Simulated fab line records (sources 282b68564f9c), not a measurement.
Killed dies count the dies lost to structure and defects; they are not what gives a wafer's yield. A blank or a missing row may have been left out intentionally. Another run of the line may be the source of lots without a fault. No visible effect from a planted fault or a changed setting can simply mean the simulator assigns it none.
Split-lot study	flow rit_cmos	23 wafers read across 5 lots, on a route 202 steps long

THE SPLIT ITSELF
At RIT_NLDD_IMPLANT_08, the setting energy_kev was moved away from the recipe's 20 on 8 of the 23 wafers read, by -3.3% to +4.3%. For the rest of the wafers, this setting stayed at what the recipe calls for.

The split's own step is where the reading is taken.

THE READING
implant.drp_nm (the simulator's own value, which no gauge read), in nm, at RIT_NLDD_IMPLANT_08. No usual value for it is given in the file.

wafer	tool, chamber at the split	energy_kev as run	against the recipe	implant.drp_nm, nm	against lot-mates on the recipe
L076.1	implanter-01, 0	20	recipe	12.97	-
L076.3	implanter-01, 0	20	recipe	12.97	-
L076.6	implanter-01, 0	20	recipe	12.97	-
L078.1	implanter-02, 0	20	recipe	12.97	-
L078.4	implanter-02, 0	20	recipe	12.97	-
L078.5	implanter-02, 0	20	recipe	12.97	-
L078.2	implanter-02, 0	19.4	-3.0%	12.73	-0.24
L078.3	implanter-02, 0	19.4	-3.0%	12.73	-0.24
L080.2	implanter-02, 0	20	recipe	12.97	-
L080.3	implanter-02, 0	20	recipe	12.97	-
L080.5	implanter-02, 0	20	recipe	12.97	-
L080.4	implanter-02, 0	19.34	-3.3%	12.71	-0.26
L080.6	implanter-02, 0	19.34	-3.3%	12.71	-0.26
L082.1	implanter-01, 0	20	recipe	12.97	-
L082.2	implanter-01, 0	20	recipe	12.97	-
L082.6	implanter-01, 0	20	recipe	12.97	-
L082.4	implanter-01, 0	20.77	+3.8%	13.27	+0.30
L082.5	implanter-01, 0	20.77	+3.8%	13.27	+0.30
L084.1	implanter-02, 0	20	recipe	12.97	-
L084.5	implanter-02, 0	20	recipe	12.97	-
L084.6	implanter-02, 0	20	recipe	12.97	-
L084.3	implanter-02, 0	20.86	+4.3%	13.3	+0.33
L084.4	implanter-02, 0	20.86	+4.3%	13.3	+0.33

THE FIT
A straight line over all 23 wafers: implant.drp_nm changes by +0.0781 nm for each +1% of energy_kev; r = +1.00; the points scatter about the line by 0.0023 nm.
The same after taking each lot's own level away (the mean of its wafers on the recipe; 23 wafers): +0.0781 nm for each +1%; r = +1.00; scatter 0.0023 nm.
According to that fit, moving energy_kev by its largest amount changes the reading by 0.34 nm.
The lots' own levels span 12.970 to 12.970 nm.
The two slopes agree, so the slope changes little with the lot-to-lot level.
Check: +0.336 nm against its lot-mates is what the line predicts for one of the wafers moved furthest among these (+4.3%) when that wafer is left out of the fit. It came out at +0.33 nm against them.

FURTHER SPLITS ON THESE WAFERS
Other splits were also applied to these wafers ahead of the reading. Each is held against what the fit with the lots' levels taken away leaves over:
other split on the same wafers	wafers away from the commonest value	r with implant.drp_nm (lot level and that fit taken away)
RIT_GATE_ETCH_19 over_etch_frac	11	-0.20
RIT_NLDD_COAT_01 resist_thk_nm	5	-0.14

THE FILE'S OWN FIT
implant.drp_nm changes by +0.078 nm for each +1% of energy_kev, r = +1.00.
